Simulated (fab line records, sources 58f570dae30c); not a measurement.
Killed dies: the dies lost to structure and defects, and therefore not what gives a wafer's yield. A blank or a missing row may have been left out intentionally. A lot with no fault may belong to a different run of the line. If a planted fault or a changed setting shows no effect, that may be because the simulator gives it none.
Which tool was responsible? || flow berkeleyCmos170 || 6 lots with 18 wafers sampled at 2 steps, on a route of 331 steps

== WHAT THE GAUGES READ, wafer by wafer ==
UCB170_NWELL_THK_MEAS_05.
{"lot": "L298", "measured": "day 2 18:26", "on": "filmMetro-04", "NWELL_NITRIDE_THK (nm)": "220.9 220.4 220.8"}
{"lot": "L302", "measured": "day 3 12:15", "on": "filmMetro-04", "NWELL_NITRIDE_THK (nm)": "225.7 224.9 227.1"}
{"lot": "L309", "measured": "day 5 00:32", "on": "filmMetro-01", "NWELL_NITRIDE_THK (nm)": "223.1 222.4 222.0"}
{"lot": "L314", "measured": "day 5 22:30", "on": "filmMetro-04", "NWELL_NITRIDE_THK (nm)": "223.9 224.7 225.1"}
{"lot": "L316", "measured": "day 6 20:14", "on": "filmMetro-03", "NWELL_NITRIDE_THK (nm)": "223.5 223.6 224.4"}
{"lot": "L318", "measured": "day 6 22:33", "on": "filmMetro-01", "NWELL_NITRIDE_THK (nm)": "224.7 223.1 225.0"}

== EACH LOT AND THE TOOL THAT RAN IT (in order: tool; ch and the chambers of the sampled wafers; start) ==
{"lot": "L298", "UCB170_NWELL_CVD_04": "lpcvd-01 ch 1, day 2 16:29"}
{"lot": "L302", "UCB170_NWELL_CVD_04": "lpcvd-02 ch 0, day 3 10:19"}
{"lot": "L309", "UCB170_NWELL_CVD_04": "lpcvd-01 ch 1, day 4 22:36"}
{"lot": "L314", "UCB170_NWELL_CVD_04": "lpcvd-01 ch 1, day 5 20:34"}
{"lot": "L316", "UCB170_NWELL_CVD_04": "lpcvd-02 ch 1, day 6 18:17"}
{"lot": "L318", "UCB170_NWELL_CVD_04": "lpcvd-02 ch 1, day 6 20:37"}
- UCB170_NWELL_CVD_04: deposits Si3N4 from SiH2Cl2/NH3, target thk 224 nm, time 3360 s.

== THE ANSWER, worked out from the rows above alone ==
Rule: what is usual is taken from the lots themselves. Put in order of their means at a reading, lots are off if they are a third of the lots or fewer, leave a main group of 4 or more, and stand apart from it by a gap of 3 or more times the standard deviation of the main group's means; of several such gaps the widest counts. The tables above print the reading to a certain number of digits; a main group whose means all agree to those digits is not used. A lot without any number at a reading at which 4 lots or more have one is off too. The other lots that the step has rows for count as sound.
None of the lots is off at any reading shown; this tells nothing.

== WHAT THE SIMULATOR PUT IN ==
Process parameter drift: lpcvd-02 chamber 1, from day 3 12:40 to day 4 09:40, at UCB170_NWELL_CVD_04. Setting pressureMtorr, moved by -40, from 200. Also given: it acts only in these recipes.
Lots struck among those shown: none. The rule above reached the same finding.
